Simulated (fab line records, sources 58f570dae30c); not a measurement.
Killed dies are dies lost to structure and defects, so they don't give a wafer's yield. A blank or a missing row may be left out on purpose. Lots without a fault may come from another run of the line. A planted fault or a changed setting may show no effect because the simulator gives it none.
Which tool did it? | flow berkeley_cmos170 | 14 lots, 42 wafers sampled, at 6 steps of a route of 331

WHAT THE GAUGES READ, wafer by wafer
UCB170_ACTIVE_OVL_MEAS_14. Usual: ACTIVE_OVL 2 nm, standard deviation 5.3.
lot  | measured    | on         | ACTIVE_OVL (nm) | flag
L887 | day 4 00:57 | overlay-01 | 8 -4 3          |
L888 | day 4 11:20 | overlay-01 | 5 6 2           |
L890 | day 4 22:01 | overlay-02 | -2 3 8          |
L889 | day 4 22:18 | overlay-02 | 1 5 4           |
L897 | day 6 01:01 | overlay-01 | -2 7 4          |
L898 | day 6 07:32 | overlay-01 | 8 13 10         |
L900 | day 7 01:37 | overlay-01 | 11 -1 5         |
L901 | day 7 02:13 | overlay-02 | -11 -6 -7       |
L902 | day 7 02:21 | overlay-01 | 0 11 4          |
L903 | day 7 09:41 | overlay-02 | 1 -3 -3         |
L904 | day 7 09:57 | overlay-01 | -8 -5 -10       |
L906 | day 8 06:55 | overlay-01 | 3 -3 1          |
L907 | day 8 06:57 | overlay-02 | -1 2 9          |
L908 | day 8 12:03 | overlay-01 | 8 6 11          |

UCB170_PVT_OVL_MEAS_06. Usual: PVT_OVL 5 nm, standard deviation 7.
lot  | measured    | on         | PVT_OVL (nm) | flag
L887 | day 5 06:19 | overlay-02 | 4 19 -1      |
L888 | day 5 14:32 | overlay-01 | 12 2 7       |
L890 | day 6 04:29 | overlay-02 | 15 13 12     |
L889 | day 6 04:43 | overlay-02 | -7 -6 -3     |
L897 | day 7 10:19 | overlay-01 | -6 -12 -4    |
L898 | day 7 14:10 | overlay-02 | 9 8 7        |
L900 | day 8 09:48 | overlay-01 | -2 -5 -2     |
L901 | day 8 09:43 | overlay-02 | 2 17 5       |
L902 | day 8 10:05 | overlay-01 | 19 12 14     |
L903 | day 8 17:22 | overlay-01 | -3 -2 -3     |
L904 | day 8 17:37 | overlay-02 | 10 -1 6      |
L906 | day 9 14:24 | overlay-01 | 8 -2 7       |
L907 | day 9 14:43 | overlay-02 | 3 2 3        |
L908 | day 9 20:42 | overlay-02 | -2 1 -2      |

UCB170_PLDD_CD_MEAS_06: target cd 1200 nm. Usual: cd_nm 1200.1 nm, standard deviation 1.4.
lot  | measured     | on        | cd_nm (nm)           | flag
L887 | day 5 17:45  | cd_sem-01 | 1201.0 1202.2 1201.6 |
L888 | day 6 05:31  | cd_sem-02 | 1199.9 1199.5 1199.0 |
L890 | day 6 18:56  | cd_sem-01 | 1198.7 1198.5 1198.6 |
L889 | day 6 18:35  | cd_sem-02 | 1201.4 1203.0 1200.6 |
L897 | day 7 20:19  | cd_sem-01 | 1196.8 1197.4 1198.5 |
L898 | day 8 04:28  | cd_sem-01 | 1200.0 1199.8 1201.2 |
L900 | day 8 21:20  | cd_sem-01 | 1201.2 1200.5 1200.8 |
L901 | day 8 20:54  | cd_sem-01 | 1200.5 1199.3 1200.7 |
L902 | day 8 21:07  | cd_sem-02 | 1201.0 1202.1 1200.9 |
L903 | day 9 09:17  | cd_sem-01 | 1200.6 1199.2 1200.6 |
L904 | day 9 09:51  | cd_sem-02 | 1189.0 1187.3 1187.6 | OFF
L906 | day 10 05:02 | cd_sem-01 | 1198.3 1200.2 1198.8 |
L907 | day 10 05:20 | cd_sem-01 | 1188.8 1190.0 1188.4 | OFF
L908 | day 10 11:52 | cd_sem-01 | 1198.8 1199.4 1199.1 |

UCB170_PLDD_TW_MEAS_11. Usual: PLDD_TW 1012, standard deviation 6.6.
lot  | measured     | on            | PLDD_TW        | flag
L887 | day 5 18:18  | film_metro-04 | 1012 1009 1006 |
L888 | day 6 06:08  | film_metro-04 | 1013 1012 1018 |
L890 | day 6 19:28  | film_metro-02 | 1005 1009 1009 |
L889 | day 6 19:07  | film_metro-02 | 1003 1008 1007 |
L897 | day 7 20:52  | film_metro-04 | 1006 1011 1009 |
L898 | day 8 05:04  | film_metro-04 | 1011 1012 1012 |
L900 | day 8 21:53  | film_metro-03 | 1020 1020 1023 |
L901 | day 8 21:26  | film_metro-03 | 1024 1017 1022 |
L902 | day 8 21:39  | film_metro-04 | 1007 1011 1008 |
L903 | day 9 09:49  | film_metro-03 | 1022 1022 1025 |
L904 | day 9 10:26  | film_metro-03 | 1026 1024 1026 |
L906 | day 10 05:36 | film_metro-02 | 1009 1013 1014 |
L907 | day 10 05:53 | film_metro-04 | 1009 1003 1013 |
L908 | day 10 12:24 | film_metro-02 | 1013 1008 1008 |

WHICH TOOL RAN EACH LOT (tool, then ch and the chambers of the sampled wafers, then the start)
lot  | UCB170_PLDD_SOFTBAKE_02           | UCB170_PLDD_STRIP_10
L887 | litho_track-04 ch 0, day 5 17:03  | plasma_asher-02 ch 0,1, day 5 18:11
L888 | litho_track-04 ch 0, day 6 04:26  | plasma_asher-03 ch 0,1, day 6 06:02
L890 | litho_track-02 ch 0, day 6 18:03  | plasma_asher-03 ch 0,1, day 6 19:23
L889 | litho_track-01 ch 0, day 6 18:03  | plasma_asher-01 ch 0,1, day 6 19:02
L897 | litho_track-04 ch 0, day 7 19:29  | plasma_asher-02 ch 0,1, day 7 20:46
L898 | litho_track-02 ch 0, day 8 03:46  | plasma_asher-03 ch 1, day 8 04:54
L900 | litho_track-02 ch 0, day 8 20:35  | plasma_asher-03 ch 0,1, day 8 21:47
L901 | litho_track-04 ch 0, day 8 20:14  | plasma_asher-03 ch 0,1, day 8 21:20
L902 | litho_track-01 ch 0, day 8 20:26  | plasma_asher-01 ch 0, day 8 21:32
L903 | litho_track-01 ch 0, day 9 08:25  | plasma_asher-03 ch 0,1, day 9 09:43
L904 | litho_track-01 ch 0, day 9 08:50  | plasma_asher-01 ch 0,1, day 9 10:18
L906 | litho_track-04 ch 0, day 10 04:20 | plasma_asher-02 ch 0,1, day 10 05:30
L907 | litho_track-01 ch 0, day 10 04:41 | plasma_asher-01 ch 0,1, day 10 05:46
L908 | litho_track-02 ch 0, day 10 11:19 | plasma_asher-03 ch 0, day 10 12:17
- UCB170_PLDD_SOFTBAKE_02: time 60 s.
- UCB170_PLDD_STRIP_10: strips in O2.

WHAT THE TOOLS THEMSELVES READ (means of the sampled wafers that have a number; where no wafer has one, the mark that the record gives instead)
UCB170_PLDD_SOFTBAKE_02. Usual: heater_power_total_W 56.80 W, standard deviation 0.046; plate_temp_C 130.03 C, standard deviation 0.13.
lot  | tool           | heater_power_total_W (W) | plate_temp_C (C) | flag
L887 | litho_track-04 | 56.86                    | 130.07           |
L888 | litho_track-04 | 56.81                    | 130.03           |
L890 | litho_track-02 | 56.82                    | 129.84           |
L889 | litho_track-01 | 56.80                    | 130.06           |
L897 | litho_track-04 | 56.84                    | 130.10           |
L898 | litho_track-02 | 56.78                    | 130.16           |
L900 | litho_track-02 | 56.80                    | 130.08           |
L901 | litho_track-04 | 56.81                    | 129.70           |
L902 | litho_track-01 | 56.80                    | 130.18           |
L903 | litho_track-01 | 56.74                    | 130.07           |
L904 | litho_track-01 | 53.64                    | 124.46           | OFF
L906 | litho_track-04 | 56.82                    | 130.03           |
L907 | litho_track-01 | 53.61                    | 124.34           | OFF
L908 | litho_track-02 | 56.76                    | 130.06           |

UCB170_PLDD_STRIP_10. Usual: drypump_motor_current_A 5.5 A, standard deviation 0.61; oes_product_au 0.734 a.u., standard deviation 0.0047; strip_time_to_endpoint_s 21.63 s, standard deviation 0.06.
lot  | tool            | drypump_motor_current_A (A) | oes_product_au (a.u.) | strip_time_to_endpoint_s (s) | flag
L887 | plasma_asher-02 | 5.4                         | 0.736                 | 21.57                        |
L888 | plasma_asher-03 | 5.9                         | 0.734                 | 21.61                        |
L890 | plasma_asher-03 | 5.9                         | 0.740                 | 21.62                        |
L889 | plasma_asher-01 | 5.0                         | 0.734                 | 21.66                        |
L897 | plasma_asher-02 | 5.9                         | 0.737                 | 21.67                        |
L898 | plasma_asher-03 | 5.2                         | 0.733                 | 21.58                        |
L900 | plasma_asher-03 | 5.9                         | 0.738                 | 21.70                        |
L901 | plasma_asher-03 | 5.9                         | 0.730                 | 21.61                        |
L902 | plasma_asher-01 | 5.5                         | 0.731                 | 21.66                        |
L903 | plasma_asher-03 | 5.6                         | 0.733                 | 21.64                        |
L904 | plasma_asher-01 | 5.0                         | 0.736                 | 21.81                        |
L906 | plasma_asher-02 | 5.9                         | 0.728                 | 21.59                        |
L907 | plasma_asher-01 | 5.1                         | 0.734                 | 21.86                        | OFF
L908 | plasma_asher-03 | 6.3                         | 0.737                 | 21.61                        |

THE ANSWER, worked out from the rows above alone
Rule: a lot is off if the mean of its wafers that have a number lies more than 3 standard deviations from the usual mean. A lot without any number at a reading at which 4 lots or more have one is off too. The other lots that the step has rows for count as sound. The gauges are gone through in route order, then the tools' own readings, and for those a lot's mean is taken as printed above. The first step at which some lot is off is used, and at that step the reading that is off furthest; a lot without a number counts as furthest.
Off: L904, L907, at UCB170_PLDD_CD_MEAS_06 (cd_nm).
A tool fits if, at a process step before that reading, it ran every lot that is off, and no sound lot after the first of them. The gauges at UCB170_PLDD_CD_MEAS_06 aren't tried: what is off there is off at UCB170_PLDD_SOFTBAKE_02 too, on other tools, and a gauge's error can't cause that. One fits: litho_track-01 at UCB170_PLDD_SOFTBAKE_02. Its last sound lot is L903 (day 9 08:25), its first lot that is off L904 (day 9 08:50): a fault that began between those two fits.
The tool's own readings at UCB170_PLDD_SOFTBAKE_02 bear it out: on the lots that are off they differ by more than 5 times the standard deviation of the sound lots' means. heater_power_total_W reads 53.62 W there against 56.80 W on the sound lots; plate_temp_C reads 124.40 C there against 130.03 C on the sound lots.

WHAT THE SIMULATOR HAD PUT IN
Process parameter drift: litho_track-01, from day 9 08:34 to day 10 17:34, at UCB170_PLDD_SOFTBAKE_02. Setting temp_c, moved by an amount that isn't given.
Lots struck among those shown: L904, L907. The rule above found the same.
